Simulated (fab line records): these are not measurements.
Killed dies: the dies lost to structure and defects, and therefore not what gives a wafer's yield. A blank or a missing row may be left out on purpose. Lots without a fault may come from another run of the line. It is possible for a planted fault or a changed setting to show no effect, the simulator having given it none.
One fault through the eyes of 2 desks + flow rit-cmos + only its own numbers are on each desk; what lay behind them is given at the end

THE METROLOGY DESK
Lot by lot, what the gauges showed, no matter which tool ran the lot: averages of those sampled wafers that carry a number. If a lot's mean is further than 4 standard deviations from the usual mean, the lot is out of limits and carries the mark OUT (the distance appears in the brackets).
Columns: A = PLDD_OVL at RIT_PLDD_OVL_MEAS_06, usual -0.5 nm; B = SPACER_NITRIDE_THK at RIT_SPACER_THK_MEAS_04, usual 240.7 nm; C = PSD_OVL at RIT_PSD_OVL_MEAS_06, usual -0.7 nm
| lot  | first seen here | A    | B     | C    |
|------|-----------------|------|-------|------|
| L309 | day 2 21:39     | -0.2 | 244.3 | 0.6  |
| L310 | day 3 04:16     | -0.4 | 241.2 | 2.2  |
| L311 | day 3 07:47     | -0.6 | 239.8 | -1.6 |
| L312 | day 3 14:37     | -0.3 | 242.7 | 1.3  |
| L313 | day 3 20:52     | -0.3 | 243.0 | -1.5 |
| L314 | day 4 00:33     | 0.4  | 240.0 | -1.3 |
| L315 | day 4 07:29     | 0.6  | 241.6 | -2.7 |
| L316 | day 4 11:01     | 1.4  | 241.1 | -1.8 |
| L319 | day 5 02:17     | 0.4  | 239.2 | -0.9 |
| L323 | day 5 21:47     | -0.4 | 241.4 | 0.7  |
| L324 | day 6 00:58     | -0.5 | 239.3 | -1.4 |
| L326 | day 6 09:39     | -1.9 | 241.2 | -0.4 |
| L328 | day 6 22:10     | -0.7 | 238.5 | -0.3 |
| L331 | day 7 14:53     | -0.4 | 240.0 | 1.1  |
This desk's verdict: no lot among the 14 shows anything out of limits.

DESK OF THE TOOL OWNER: implanter-03
The tool's own readings at RIT_PWELL_IMPLANT_08, given as means over the sampled wafers that have a number, one for each lot that went through this tool. If a lot's mean is further than 4 standard deviations from the usual mean, the lot is out of limits and carries the mark OUT (the distance appears in the brackets).
Columns: A = beam-energy-keV at RIT_PWELL_IMPLANT_08, usual 170.01; B = tilt-deg at RIT_PWELL_IMPLANT_08, usual 7.002 degrees
| lot  | first seen here | A                        | B     |
|------|-----------------|--------------------------|-------|
| L310 | day 2 03:59     | 170.05                   | 7.017 |
| L319 | day 4 03:01     | 163.86 (-99 or more) OUT | 7.023 |
| L323 | day 4 23:44     | 163.86 (-99 or more) OUT | 7.014 |
Finding of this desk: L319, L323 out of limits; the first was L319 at day 4 03:01, on beam-energy-keV at RIT_PWELL_IMPLANT_08. In limits: L310.

PUT TOGETHER
The tool owner's desk could have raised an alarm at day 4 03:01, on L319, L323.
Nothing out of limits was seen by the metrology desk.
The metrology desk has L319, L323 on record, within its limits.
Every lot named ran RIT_PWELL_IMPLANT_08 on implanter-03.

WHAT THE SIMULATOR HAD INSERTED
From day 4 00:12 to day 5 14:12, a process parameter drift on implanter-03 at RIT_PWELL_IMPLANT_08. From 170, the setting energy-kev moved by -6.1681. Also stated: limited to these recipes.
Shown lots that were struck: L319, L323.
Delay in hours, fault start to first out-of-limits reading, by desk: the tool owner's desk at 3.
